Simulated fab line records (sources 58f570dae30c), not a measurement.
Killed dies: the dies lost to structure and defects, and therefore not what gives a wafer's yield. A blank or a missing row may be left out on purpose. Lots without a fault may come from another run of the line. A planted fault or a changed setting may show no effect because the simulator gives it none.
fab line records	flow berkeleyCmos170	part 1 of 2: steps 1 to 27 of 38
record lots=5	wafers=15	lastDay=12
route steps=331 shown NWELL@32 PWELL@34 WELLDRIVE@55 ACTIVE@60
lots with no fault: from the same line, run without faults
startH: hours from the record's opening day to when the first of the lot's shown wafers began	waitH: hours since the lot's step before	" same as the row above	L1.1+2: several wafers, shown together as one row	- value missing, or start not given	* or withheld: withheld	< > ~ a bound
route shown NAME@n: names a module that has steps shown in the file, with the first one's number in the route	usual: mean/standard deviation taken from wafers without a fault	same: alike in all rows	chamber/n: place in a boat	sites: per-site readings	_std_site: standard deviation of those values	_edge_site: the outer-site mean with the inner-site mean subtracted	radiusMm: how far each site lies from the wafer's centre	mask NAME#n: copy n	behind: the last tool/chamber to shape the wafer	hold: the reason the lot was held/the length of the hold in hours/how it ended	device: which transistor (n, p or np) failed to switch	end of line: at the end of the route, the tests of the same wafers	for a step that has no rows: nothing shown but its recipe	killed: dies lost to structure and defects at the first sort, not the wafer's yield	map: per-die view of a wafer (x killed, . not killed, _ where there is no die)
set.NAME: the setting the step ran with; set.NAME@STEP: the setting that earlier step ran with	model.NAME: the simulator's own value behind a step, which no gauge read
certain route steps with their lots: each step a table, each wafer a row
services: a tool's chamber out of use, with start hour (startH, from the record's first day; less than 0 if before it), hours out, and reason
## steps
# step UCB170_NWELL_WET_ETCH_18
# recipe chemistry=H3PO4	target=Si3N4	tempC=160	timeS=14400
lot.wafer	tool	chamber	startH	waitH
L078.3+4+5	wetBench-02	1	51.32	0.0
L077.1+2+5	wetBench-03	0	53.89	0.2
L081.1+2+5	wetBench-03	2	66.73	0.0
L085.2+3+5	wetBench-04	2	90.20	1.0
L089.2+3+5	wetBench-02	1	113.01	0.0
# step UCB170_NWELL_WET_ETCH_19
# recipe chemistry=BOE	dilution=5:1	target=SiO2	tempC=25	timeS=22
lot.wafer	tool	chamber	startH	waitH
L078.3+4+5	wetBench-04	3	56.54	0.8
L077.1+2+5	wetBench-04	3	57.89	0.0
L081.1+2+5	wetBench-03	3	70.98	0.2
L085.2+3+5	wetBench-04	2	94.38	0.2
L089.2+3+5	wetBench-02	2	117.91	0.5
# step UCB170_PWELL_CLEAN_00
# recipe chemistry=SPM	tempC=120	timeS=600
lot.wafer	tool	chamber	startH	waitH
L078.3+4+5	wetBench-04	3	56.56	0.0
L077.1+2+5	wetBench-03	3	57.91	0.0
L081.1+2+5	wetBench-03	2	70.99	0.0
L085.2+3+5	wetBench-04	3	94.40	0.0
L089.2+3+5	wetBench-02	3	117.92	0.0
# step UCB170_PWELL_CLEAN_01
# recipe chemistry=dHF	dilution=25:1	timeS=60
lot.wafer	tool	chamber	startH	waitH
L078.3+4+5	wetBench-04	3	56.77	0.0
L077.1+2+5	wetBench-04	0	58.09	0.0
L081.1+2+5	wetBench-03	2	71.17	0.0
L085.2+3+5	wetBench-04	1	94.57	0.0
L089.2+3+5	wetBench-02	2	118.10	0.0
# step UCB170_PWELL_OXIDATION_02
# recipe tempC=1000	ambient=O2	targetThkA=264	oxTimeS=1260
# usual oxTempC=999.9/0.38	spikeTcLoadC=1026.4/0.92
# same oxTimeS=1260
lot.wafer	tool	chamber	startH	waitH	oxTempC	spikeTcLoadC
L077.1	furnace-02	0	62.05	3.9	1000.1	1025.4
L077.2	"	0	"	"	1000.3	1026.7
L077.5	"	0	"	"	999.7	1026.6
L078.3	furnace-02	0	62.05	5.3	999.2	1025.9
L078.4	"	0	"	"	999.6	1025.3
L078.5	"	0	"	"	999.5	1026.2
L081.1	furnace-01	0	74.35	3.2	999.9	1025.7
L081.2	"	0	"	"	999.8	1025.4
L081.5	"	0	"	"	999.6	1026.5
L085.2	furnace-04	0	94.97	0.4	1000.0	1025.8
L085.3	"	0	"	"	999.8	1025.4
L085.5	"	0	"	"	999.8	1025.7
L089.2	furnace-02	0	121.15	3.0	1000.6	1026.1
L089.3	"	0	"	"	1000.0	1027.0
L089.5	"	0	"	"	1000.6	1026.5
# step UCB170_PWELL_THK_MEAS_03
# recipe reads=SiO2_of_PWELL_OXIDATION_02
# usual PWELL_OXIDE_THK=26.1/0.54
lot.wafer	tool	chamber	startH	waitH	PWELL_OXIDE_THK[nm]
L077.1	filmMetro-01	-	63.40	0.0	25.4
L077.2	"	-	"	"	25.1
L077.5	"	-	"	"	25.7
L078.3	filmMetro-04	-	63.42	0.0	25.8
L078.4	"	-	"	"	26.0
L078.5	"	-	"	"	26.7
L081.1	filmMetro-04	-	75.70	0.0	26.1
L081.2	"	-	"	"	25.9
L081.5	"	-	"	"	25.9
L085.2	filmMetro-04	-	96.33	0.0	25.9
L085.3	"	-	"	"	26.0
L085.5	"	-	"	"	26.8
L089.2	filmMetro-04	-	122.51	0.0	25.8
L089.3	"	-	"	"	26.2
L089.5	"	-	"	"	26.3
# step UCB170_PWELL_ANNEAL_04
# recipe tempC=1000	timeS=900	ambient=N2
# usual spikeTcLoadC=1026.0/1.1
lot.wafer	tool	chamber	startH	waitH	spikeTcLoadC
L077.1	furnace-04	0	66.82	3.4	1024.9
L077.2	"	0	"	"	1025.1
L077.5	"	0	"	"	1027.2
L078.3	furnace-04	0	66.82	3.4	1027.0
L078.4	"	0	"	"	1025.8
L078.5	"	0	"	"	1025.8
L081.1	furnace-02	0	76.74	1.0	1025.0
L081.2	"	0	"	"	1026.8
L081.5	"	0	"	"	1027.7
L085.2	furnace-01	0	101.07	4.7	1025.6
L085.3	"	0	"	"	1025.1
L085.5	"	0	"	"	1026.4
L089.2	furnace-01	0	129.95	7.4	1025.4
L089.3	"	0	"	"	1025.8
L089.5	"	0	"	"	1026.2
# step UCB170_PWELL_CVD_05
# recipe material=Si3N4	targetThkNm=220	tempC=800	precursor=SiH2Cl2/NH3	timeS=3300	pressureMtorr=200	sih2cl2FlowSccm=25	nh3FlowSccm=75
# usual spikeTcLoadC=826/3.9
lot.wafer	tool	chamber	startH	waitH	spikeTcLoadC
L077.1	lpcvd-01	1	68.07	0.0	822
L077.2	"	1	"	"	823
L077.5	"	1	"	"	822
L078.3	lpcvd-01	1	68.07	0.0	822
L078.4	"	1	"	"	823
L078.5	"	1	"	"	822
L081.1	lpcvd-02	1	77.99	0.0	823
L081.2	"	1	"	"	823
L081.5	"	1	"	"	822
L085.2	lpcvd-02	0	102.32	0.0	830
L085.3	"	0	"	"	832
L085.5	"	0	"	"	830
L089.2	lpcvd-02	1	131.20	0.0	824
L089.3	"	1	"	"	823
L089.5	"	1	"	"	824
# step UCB170_PWELL_THK_MEAS_06
# recipe reads=Si3N4_of_PWELL_CVD_05
# usual PWELL_NITRIDE_THK=220.1/2
lot.wafer	tool	chamber	startH	waitH	PWELL_NITRIDE_THK[nm]
L077.1	filmMetro-04	-	69.98	0.0	218.0
L077.2	"	-	"	"	220.6
L077.5	"	-	"	"	218.9
L078.3	filmMetro-01	-	70.00	0.0	216.3
L078.4	"	-	"	"	216.9
L078.5	"	-	"	"	215.6
L081.1	filmMetro-02	-	79.90	0.0	219.9
L081.2	"	-	"	"	221.4
L081.5	"	-	"	"	223.0
L085.2	filmMetro-02	-	104.24	0.0	219.0
L085.3	"	-	"	"	219.4
L085.5	"	-	"	"	219.6
L089.2	filmMetro-02	-	134.09	0.0	220.9
L089.3	"	-	"	"	220.6
L089.5	"	-	"	"	221.3
# step UCB170_PWELL_HMDS_07
# recipe primeTimeS=60	primeTempC=100
# usual chillPlateTempC=22.99/0.13	exhaustPa=45.0/0.91
# same primeTimeS=60
lot.wafer	tool	chamber	startH	waitH	chillPlateTempC	exhaustPa
L078.3	lithoTrack-04	0	70.35	0.3	22.91	46.2
L078.4	"	0	"	"	22.76	45.0
L078.5	"	0	"	"	22.85	44.6
L077.1	lithoTrack-02	0	70.55	0.6	22.97	45.9
L077.2	"	0	"	"	22.75	47.7
L077.5	"	0	"	"	22.93	46.0
L081.1	lithoTrack-01	0	80.11	0.2	22.90	44.7
L081.2	"	0	"	"	22.93	45.0
L081.5	"	0	"	"	22.85	45.5
L085.2	lithoTrack-02	0	104.64	0.4	22.87	45.0
L085.3	"	0	"	"	22.97	45.3
L085.5	"	0	"	"	22.72	44.7
L089.2	lithoTrack-01	0	134.16	0.1	23.11	45.6
L089.3	"	0	"	"	23.24	45.1
L089.5	"	0	"	"	23.18	45.9
# step UCB170_PWELL_COAT_08
# recipe resist=KrF	spinRpm=1500	resistThkNm=900
# usual chillPlateTempC=23.03/0.11	exhaustPa=45.0/0.84
lot.wafer	tool	chamber	startH	waitH	chillPlateTempC	exhaustPa
L078.3	lithoTrack-04	0	70.50	0.1	22.76	44.6
L078.4	"	0	"	"	22.95	46.3
L078.5	"	0	"	"	22.97	46.4
L077.1	lithoTrack-02	0	70.70	0.1	23.09	44.9
L077.2	"	0	"	"	23.10	44.5
L077.5	"	0	"	"	23.06	45.0
L081.1	lithoTrack-01	0	80.26	0.1	23.07	45.0
L081.2	"	0	"	"	22.95	45.9
L081.5	"	0	"	"	22.99	45.2
L085.2	lithoTrack-02	0	104.79	0.1	22.82	45.2
L085.3	"	0	"	"	22.93	45.8
L085.5	"	0	"	"	22.78	44.0
L089.2	lithoTrack-01	0	134.31	0.1	23.03	46.8
L089.3	"	0	"	"	23.09	44.8
L089.5	"	0	"	"	22.99	45.1
# step UCB170_PWELL_SOFTBAKE_09
# recipe resist=KrF	tempC=130	timeS=60
# usual chillPlateTempC=22.98/0.11	exhaustPa=44.9/1
lot.wafer	tool	chamber	startH	waitH	chillPlateTempC	exhaustPa
L078.3	lithoTrack-04	0	70.65	0.1	23.00	44.7
L078.4	"	0	"	"	22.95	44.4
L078.5	"	0	"	"	22.89	44.2
L077.1	lithoTrack-02	0	70.85	0.1	22.94	45.0
L077.2	"	0	"	"	22.76	44.6
L077.5	"	0	"	"	22.95	44.4
L081.1	lithoTrack-01	0	80.41	0.1	22.88	44.9
L081.2	"	0	"	"	22.79	46.9
L081.5	"	0	"	"	22.83	46.6
L085.2	lithoTrack-02	0	104.94	0.1	23.04	44.4
L085.3	"	0	"	"	23.11	45.3
L085.5	"	0	"	"	23.15	44.7
L089.2	lithoTrack-01	0	134.46	0.1	22.97	44.8
L089.3	"	0	"	"	23.14	42.9
L089.5	"	0	"	"	22.93	43.6
# step UCB170_PWELL_EXPOSE_10
# recipe maskId=PWELL	targetCdNm=3000	na=0.5	sigmaOuter=0.6	sourceShape=conventional	doseMj=19
lot.wafer	tool	chamber	startH	waitH	mask
L078.3+4+5	krfScanner-02	0	71.27	0.6	PWELL#0
L077.1+2+5	krfScanner-02	0	71.35	0.5	PWELL#0
L081.1+2+5	krfScanner-01	0	80.56	0.1	PWELL#0
L085.2+3+5	krfScanner-02	0	105.08	0.1	PWELL#0
L089.2+3+5	krfScanner-01	0	134.61	0.1	PWELL#0
# step UCB170_PWELL_PEB_11
# recipe pebTempC=130	pebTimeS=withheld	resist=KrF
# usual chillPlateTempC=23.00/0.11	exhaustPa=45.2/0.96
lot.wafer	tool	chamber	startH	waitH	chillPlateTempC	exhaustPa
L078.3	lithoTrack-02	0	71.77	0.5	22.98	44.5
L078.4	"	0	"	"	23.12	45.4
L078.5	"	0	"	"	23.11	44.7
L077.1	lithoTrack-01	0	72.00	0.6	23.13	44.6
L077.2	"	0	"	"	23.12	44.5
L077.5	"	0	"	"	23.02	44.8
L081.1	lithoTrack-01	0	81.01	0.4	23.05	43.9
L081.2	"	0	"	"	22.99	42.6
L081.5	"	0	"	"	23.03	44.3
L085.2	lithoTrack-01	0	105.28	0.2	23.19	47.3
L085.3	"	0	"	"	23.01	47.5
L085.5	"	0	"	"	22.99	46.3
L089.2	lithoTrack-02	0	135.60	1.0	23.01	43.4
L089.3	"	0	"	"	23.13	42.3
L089.5	"	0	"	"	23.06	44.6
# step UCB170_PWELL_DEVELOP_12
# recipe developer=TMAH	developTimeS=45	resist=KrF	devTempC=21
# usual chillPlateTempC=22.99/0.1	exhaustPa=44.9/0.97
lot.wafer	tool	chamber	startH	waitH	chillPlateTempC	exhaustPa
L078.3	lithoTrack-02	0	-	-	22.90	44.5
L078.4	"	0	"	"	22.90	45.9
L078.5	"	0	"	"	22.98	45.0
L077.1	lithoTrack-01	0	-	-	22.87	45.0
L077.2	"	0	"	"	23.06	44.3
L077.5	"	0	"	"	22.99	44.3
L081.1	lithoTrack-01	0	-	-	22.91	45.1
L081.2	"	0	"	"	22.94	45.1
L081.5	"	0	"	"	22.90	44.0
L085.2	lithoTrack-01	0	-	-	22.99	42.7
L085.3	"	0	"	"	23.07	44.2
L085.5	"	0	"	"	22.96	44.7
L089.2	lithoTrack-02	0	-	-	23.04	44.8
L089.3	"	0	"	"	23.08	44.3
L089.5	"	0	"	"	23.11	44.3
# step UCB170_PWELL_OVL_MEAS_13
# usual PWELL_OVL=4/4.8
lot.wafer	tool	chamber	startH	waitH	PWELL_OVL[nm]
L078.3	overlay-01	-	72.01	-	5
L078.4	"	-	"	"	4
L078.5	"	-	"	"	5
L077.1	overlay-01	-	72.27	-	-1
L077.2	"	-	"	"	5
L077.5	"	-	"	"	1
L081.1	overlay-02	-	81.28	-	2
L081.2	"	-	"	"	-8
L081.5	"	-	"	"	3
L085.2	overlay-02	-	105.54	-	-4
L085.3	"	-	"	"	5
L085.5	"	-	"	"	3
L089.2	overlay-01	-	135.85	-	3
L089.3	"	-	"	"	-1
L089.5	"	-	"	"	3
# step UCB170_PWELL_ETCH_14
# recipe chemistry=CH3F/Ar/O2	target=Si3N4	stopOn=SiO2	CH3F_flow_sccm=20	Ar_flow_sccm=50	O2_flow_sccm=7	pressureMtorr=50	rfW=450	targetDepthA=2420	overEtchFrac=0.1	timeS=148.2
# usual CH3F_flow_sccm=19.99/0.06	chamberPressureMTorr=50.01/0.045	drypumpMotorCurrentA=5.6/0.4	oesProductAu=0.949/0.019	throttleValvePct=8.11/0.11
lot.wafer	tool	chamber	startH	waitH	CH3F_flow_sccm	chamberPressureMTorr	drypumpMotorCurrentA	oesProductAu	rfHoursCounterH	throttleValvePct
L078.3	rieDiel-01	1	72.03	0.0	19.91	50.09	5.1	0.936	21	8.04
L078.4	"	2	"	"	19.93	50.02	6.0	0.934	139	8.23
L078.5	"	1	"	"	19.99	50.04	5.1	0.940	-	8.05
L077.1	rieDiel-02	3	72.31	0.0	19.96	49.97	5.1	0.963	33	8.18
L077.2	"	1	"	"	19.99	49.97	5.6	0.941	16	7.99
L077.5	"	1	"	"	19.95	49.98	5.6	0.930	-	8.00
L081.1	rieDiel-01	0	81.32	0.0	20.04	49.99	5.4	0.919	84	8.12
L081.2	"	3	"	"	19.99	49.97	6.2	0.936	55	7.91
L081.5	"	1	"	"	19.95	50.04	5.1	0.965	-	8.03
L085.2	rieDiel-02	2	105.57	0.0	19.96	50.00	5.6	0.928	30	8.23
L085.3	"	3	"	"	19.91	50.03	5.1	0.965	35	8.17
L085.5	"	1	"	"	20.03	49.99	5.6	0.943	-	7.99
L089.2	rieDiel-02	1	135.88	0.0	20.06	50.09	5.6	0.940	19	8.00
L089.3	"	2	"	"	19.95	50.03	5.6	0.929	32	8.22
L089.5	"	0	"	"	19.99	50.02	5.9	0.979	-	8.16
# step UCB170_PWELL_IMPLANT_15
# recipe species=B	doseCm2=5e+12	energyKev=60	tiltDeg=7
# usual doseIonsCm2=5e+12/5.9e+09
lot.wafer	tool	chamber	startH	waitH	doseIonsCm2
L078.3	implanter-01	0	72.18	0.1	5e+12
L078.4	"	0	"	"	5e+12
L078.5	"	0	"	"	4.999e+12
L077.1	implanter-03	0	72.41	0.1	4.997e+12
L077.2	"	0	"	"	5.006e+12
L077.5	"	0	"	"	5.007e+12
L081.1	implanter-01	0	81.42	0.1	4.999e+12
L081.2	"	0	"	"	4.997e+12
L081.5	"	0	"	"	4.996e+12
L085.2	implanter-04	0	105.69	0.1	5.001e+12
L085.3	"	0	"	"	4.996e+12
L085.5	"	0	"	"	5e+12
L089.2	implanter-03	0	136.01	0.1	4.994e+12
L089.3	"	0	"	"	5.016e+12
L089.5	"	0	"	"	5.001e+12
# step UCB170_PWELL_STRIP_16
# recipe chemistry=O2	powerW=400	pressureMtorr=3500	platenTempC=withheld	o2FlowSccm=400	overashFraction=0.5
# usual chamberPressureMTorr=3500/3.1	drypumpMotorCurrentA=5.6/0.35	oesProductAu=0.721/0.0044	stripTimeToEndpointS=18.14/0.065
lot.wafer	tool	chamber	startH	waitH	chamberPressureMTorr	drypumpMotorCurrentA	oesProductAu	rfHoursCounterH	stripTimeToEndpointS
L078.3	plasmaAsher-03	1	72.32	0.1	3500	5.5	0.713	-	18.18
L078.4	"	0	"	"	3499	6.0	0.724	-	18.13
L078.5	"	0	"	"	3498	6.0	0.728	-	18.06
L077.1	plasmaAsher-02	1	72.56	0.1	3501	5.3	0.719	27	18.08
L077.2	"	0	"	"	3496	6.0	0.726	27	18.03
L077.5	"	1	"	"	3502	5.3	0.728	-	18.14
L081.1	plasmaAsher-04	0	81.57	0.1	3501	5.7	0.725	34	18.19
L081.2	"	1	"	"	3499	5.1	0.723	34	18.20
L081.5	"	1	"	"	3498	5.1	0.718	-	18.20
L085.2	plasmaAsher-02	0	105.82	0.1	3501	6.0	0.723	31	18.21
L085.3	"	1	"	"	3498	5.3	0.726	-	18.04
L085.5	"	0	"	"	3493	6.0	0.722	-	18.18
L089.2	plasmaAsher-04	0	136.13	0.1	3497	5.6	0.719	41	18.19
L089.3	"	0	"	"	3502	5.6	0.723	-	18.17
L089.5	"	0	"	"	3501	5.7	0.719	-	18.21
# step UCB170_PWELL_TW_MEAS_17
# usual PWELL_TW=379/4.8
lot.wafer	tool	chamber	startH	waitH	PWELL_TW
L078.3	filmMetro-02	-	72.40	0.1	375
L078.4	"	-	"	"	375
L078.5	"	-	"	"	375
L077.1	filmMetro-04	-	72.66	0.1	376
L077.2	"	-	"	"	376
L077.5	"	-	"	"	375
L081.1	filmMetro-02	-	81.67	0.1	374
L081.2	"	-	"	"	374
L081.5	"	-	"	"	375
L085.2	filmMetro-02	-	105.93	0.1	376
L085.3	"	-	"	"	377
L085.5	"	-	"	"	376
L089.2	filmMetro-01	-	136.24	0.1	383
L089.3	"	-	"	"	381
L089.5	"	-	"	"	385
# step UCB170_PWELL_CLEAN_18
# recipe chemistry=SPM	tempC=120	timeS=600
lot.wafer	tool	chamber	startH	waitH
L078.3+4+5	wetBench-02	0	72.44	0.0
L077.1+2+5	wetBench-02	3	72.72	0.1
L081.1+2+5	wetBench-03	2	81.73	0.1
L085.2+3+5	wetBench-04	2	106.13	0.2
L089.2+3+5	wetBench-03	0	136.29	0.0
# step UCB170_PWELL_WET_ETCH_19
# recipe chemistry=H3PO4	target=Si3N4	tempC=160	timeS=14400
lot.wafer	tool	chamber	startH	waitH
L078.3+4+5	wetBench-03	0	72.62	0.0
L077.1+2+5	wetBench-02	1	72.89	0.0
L081.1+2+5	wetBench-03	0	81.91	0.0
L085.2+3+5	wetBench-04	2	106.31	0.0
L089.2+3+5	wetBench-03	3	136.47	0.0
# step UCB170_PWELL_WET_ETCH_20
# recipe chemistry=BOE	dilution=5:1	target=SiO2	tempC=25	timeS=22
lot.wafer	tool	chamber	startH	waitH
L078.3+4+5	wetBench-02	0	76.90	0.3
L077.1+2+5	wetBench-04	0	76.98	0.1
L081.1+2+5	wetBench-04	3	85.99	0.1
L085.2+3+5	wetBench-02	3	110.44	0.1
L089.2+3+5	wetBench-04	1	140.84	0.4
# step UCB170_WELLDRIVE_CLEAN_00
# recipe chemistry=SPM	tempC=120	timeS=600
lot.wafer	tool	chamber	startH	waitH
L078.3+4+5	wetBench-04	1	77.00	0.1
L077.1+2+5	wetBench-02	0	77.13	0.1
L081.1+2+5	wetBench-04	2	86.02	0.0
L085.2+3+5	wetBench-02	1	110.46	0.0
L089.2+3+5	wetBench-03	2	140.91	0.0
# step UCB170_WELLDRIVE_OXIDATION_01
# recipe tempC=1100	ambient=O2	targetThkA=1990	oxTimeS=9000
# usual oxTempC=1100.0/0.43	spikeTcLoadC=1127.5/1
# same oxTimeS=9000
lot.wafer	tool	chamber	startH	waitH	oxTempC	spikeTcLoadC
L077.1	furnace-02	0	79.49	2.2	1100.2	1129.0
L077.2	"	0	"	"	1100.2	1128.2
L077.5	"	0	"	"	1099.6	1127.4
L078.3	furnace-02	0	79.49	2.3	1100.8	1126.2
L078.4	"	0	"	"	1100.4	1126.5
L078.5	"	0	"	"	1100.0	1127.0
L081.1	furnace-01	0	89.57	3.4	1099.6	1127.8
L081.2	"	0	"	"	1100.4	1127.6
L081.5	"	0	"	"	1100.0	1128.2
L085.2	furnace-01	0	118.52	7.9	1100.7	1126.4
L085.3	"	0	"	"	1100.0	1127.2
L085.5	"	0	"	"	1100.1	1127.5
L089.2	furnace-02	0	142.97	1.9	1099.1	1128.6
L089.3	"	0	"	"	1099.5	1127.8
L089.5	"	0	"	"	1100.0	1126.7
# step UCB170_WELLDRIVE_THK_MEAS_02
# recipe reads=SiO2_of_WELLDRIVE_OXIDATION_01
# usual WELLDRIVE_OXIDE_THK=199/3.1
lot.wafer	tool	chamber	startH	waitH	WELLDRIVE_OXIDE_THK[nm]
L077.1	filmMetro-03	-	82.99	0.0	201
L077.2	"	-	"	"	202
L077.5	"	-	"	"	205
L078.3	filmMetro-04	-	83.01	0.0	200
L078.4	"	-	"	"	197
L078.5	"	-	"	"	198
L081.1	filmMetro-03	-	93.07	0.0	194
L081.2	"	-	"	"	197
L081.5	"	-	"	"	195
L085.2	filmMetro-04	-	122.03	0.0	199
L085.3	"	-	"	"	198
L085.5	"	-	"	"	198
L089.2	filmMetro-01	-	146.48	0.0	194
L089.3	"	-	"	"	193
L089.5	"	-	"	"	194
# step UCB170_WELLDRIVE_ANNEAL_03
# recipe tempC=1100	timeS=900	ambient=N2
# usual spikeTcLoadC=1127.4/1.1
lot.wafer	tool	chamber	startH	waitH	spikeTcLoadC
L077.1	furnace-01	0	86.98	4.0	1126.8
L077.2	"	0	"	"	1125.9
L077.5	"	0	"	"	1127.3
L078.3	furnace-01	0	86.98	4.0	1129.6
L078.4	"	0	"	"	1126.7
L078.5	"	0	"	"	1126.6
L081.1	furnace-04	0	97.67	4.6	1127.4
L081.2	"	0	"	"	1127.1
L081.5	"	0	"	"	1126.5
L085.2	furnace-01	0	128.70	6.7	1127.3
L085.3	"	0	"	"	1127.5
L085.5	"	0	"	"	1125.7
L089.2	furnace-02	0	156.59	10.1	1130.2
L089.3	"	0	"	"	1128.5
L089.5	"	0	"	"	1126.1
